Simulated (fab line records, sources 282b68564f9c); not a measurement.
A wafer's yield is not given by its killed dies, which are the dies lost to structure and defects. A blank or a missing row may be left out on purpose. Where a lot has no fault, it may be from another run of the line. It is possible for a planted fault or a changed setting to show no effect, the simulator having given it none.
Problem report, 8D (eight disciplines) form, completed by code | flow rit cmos | the parts of the form that need people (team, actions taken, sign-off) are left out

1. WHAT WENT WRONG
Mean of chamber pressure mTorr at RIT_ACTIVE_STRIP_14: 4801 mTorr across 6 wafers in 2 lots; on wafers with no fault it is 4000 mTorr (standard deviation 3.7). So: +99 or more standard deviations from the usual mean.
The step: strips in O2, time 180 s.
First seen on wafer L931.1, day 4 03:06, on plasma asher-02. The record has a number at this step for 39 wafers belonging to 13 lots. Rule for "out" (also "out of limits"): further than 4 standard deviations from the usual mean. Any other wafer with a number is counted as sound.

2. WHAT IT IS AND WHAT IT IS NOT
question                    | is                     | is not
which readings at this step | chamber pressure mTorr | drypump motor current A
which lots                  | L931, L934             | L919, L920, L921, L922, L923, L924, L925, L926, L929, L938, L939
which wafers of those lots  | all that have a number | -
read on which tools         | plasma asher-02        | plasma asher-01, plasma asher-03
when                        | from day 4 03:06       | up to then (27 sound wafers); but 6 sound wafers of L938, L939 came after

3. SUSPECTS, AND WHAT RULES EACH OUT
Counting: any tool at a process step up to the reading is kept as a suspect provided that every lot that is out went through it and no sound lot did after the first of them.
- plasma asher-02 at RIT_ACTIVE_STRIP_14 (strips in O2, time 180 s): kept. Every lot that is out went through it, starting with L931 (day 4 03:06), and after that it ran no sound lot; the last sound lot it ran before then is L929 (day 3 16:55). Out on those wafers are its own readings of chamber pressure mTorr.
Remaining after the count: plasma asher-02 at RIT_ACTIVE_STRIP_14.

4. THE CAUSE (what the simulator had put in)
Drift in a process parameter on plasma asher-02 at RIT_ACTIVE_STRIP_14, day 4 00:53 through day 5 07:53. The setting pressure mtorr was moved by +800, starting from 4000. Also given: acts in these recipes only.
After counting, this tool was the only one left.

5. THE EFFECT CHAIN, in route order
Rows list readings where the struck wafers' mean (over those with a number) sits beyond 3 standard deviations from the usual. Scope: only readings with a usual standard deviation given in the record; hours: median across lots of the time from each lot's start at the first step in this table that gives one to its start at this step; sigmas: change in usual standard deviations.
hours | step                | reading                | usual      | on struck wafers | change | sigmas
0     | RIT_ACTIVE_STRIP_14 | chamber pressure mTorr | 4000 mTorr | 4801             | +801   | +99 or more
Here are the process steps it includes:
- RIT_ACTIVE_STRIP_14: strips in O2, time 180 s.

6. HOW IT WOULD HAVE BEEN CAUGHT EARLIER
The fault began at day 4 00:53; the first out-of-limits reading in this record came at day 4 03:06, 2 hours later.
